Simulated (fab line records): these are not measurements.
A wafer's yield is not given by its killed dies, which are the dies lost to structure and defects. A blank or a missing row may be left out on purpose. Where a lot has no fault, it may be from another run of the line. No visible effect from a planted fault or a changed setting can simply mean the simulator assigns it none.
Problem report in the 8D (eight disciplines) form, filled by code | flow berkeley cmos170 | the parts of the form that need people (team, actions taken, sign-off) are left out

## 1. WHAT IS WRONG
Wafers free of any fault read 1246 (standard deviation 9.4) for NWELL_TW at UCB170_NWELL_TW_MEAS_16, against a mean of 1393 on 6 wafers of 2 lots. That is +16 standard deviations from the usual mean.
First observed at day 4 17:20: wafer L113.1, on film metro-02. At this step, 42 wafers from 14 lots have a number in the record. The rule behind "out" and "out of limits": a value lying over 4 standard deviations away from the usual mean. The other wafers with a number count as sound.

## 2. WHAT IT IS, WHAT IT ISN'T
question                    | is                           | is not
which readings at this step | NWELL_TW                     | -
which lots                  | L113, L114                   | L102, L103, L104, L105, L106, L108, L111, L112, L120, L121, L122, L125
which wafers of those lots  | all that have a number       | -
read on which gauges        | film metro-02, film metro-03 | film metro-01
when                        | from day 4 17:20             | up to then (24 sound wafers); but 12 sound wafers of L120, L121, L122, L125 came after

## 3. THE SUSPECTS, EACH WITH WHAT RULES IT OUT
Counting: a tool at any process step up to the reading remains a suspect when it ran all the lots that are out and ran no sound lot after the first of those.
- the gauge at UCB170_NWELL_TW_MEAS_16 has been ruled out. The wafers that are out were read on 2 gauges (film metro-02, film metro-03).
- implanter-02 at UCB170_NWELL_IMPLANT_14: kept. It ran every lot that is out, first L113 (day 4 17:05), and no sound lot after that; its last sound lot up to then is L111 (day 4 10:47). Out on those wafers are its own readings of dose ions cm2, faraday current uA.
Left after counting: implanter-02 at UCB170_NWELL_IMPLANT_14.

## 4. THE CAUSE (what the simulator had put in)
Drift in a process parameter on implanter-02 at UCB170_NWELL_IMPLANT_14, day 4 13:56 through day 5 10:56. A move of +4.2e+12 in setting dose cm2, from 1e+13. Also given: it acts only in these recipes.
The count eliminated every tool but this one.

## 5. THE CHAIN OF EFFECTS, in route order
Rows list readings where the struck wafers' mean (over those with a number) sits beyond 3 standard deviations from the usual. Readings are gone through only where the record gives a usual standard deviation; hours: the median, over the lots, of the time from a lot's start at the first step in this table giving one to that lot's start at this step; sigmas: the change measured in usual standard deviations.
hours | step                    | reading            | usual     | on struck wafers | change     | sigmas
0     | UCB170_NWELL_IMPLANT_14 | dose ions cm2      | 9.999e+12 | 1.420e+13        | +4.200e+12 | +99 or more
0     | UCB170_NWELL_IMPLANT_14 | faraday current uA | 31.7      | 45.3             | +13.6      | +22
0     | UCB170_NWELL_TW_MEAS_16 | NWELL_TW           | 1246      | 1393             | +147       | +16
Its process steps:
- UCB170_NWELL_IMPLANT_14
Later measuring or inspecting steps at which every struck wafer that the step has a row for has a number for every such reading, and none has moved that far: UCB170_PWELL_THK_MEAS_06, UCB170_WELLDRIVE_THK_MEAS_02.

## 6. HOW IT WOULD HAVE BEEN CAUGHT EARLIER
The first out-of-limits reading at a measuring or inspecting step in this record came at day 4 17:20, 3 hours after the fault's start at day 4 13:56.
Tool's own readings at UCB170_NWELL_IMPLANT_14, dose ions cm2, faraday current uA: out on all struck wafers the step has rows for; an alarm limit on them would have tripped on the first.
Lots out: 2; of these, L114 started UCB170_NWELL_IMPLANT_14 on implanter-02 after day 4 17:20. It would have been spared by a hold on the tool at that moment.
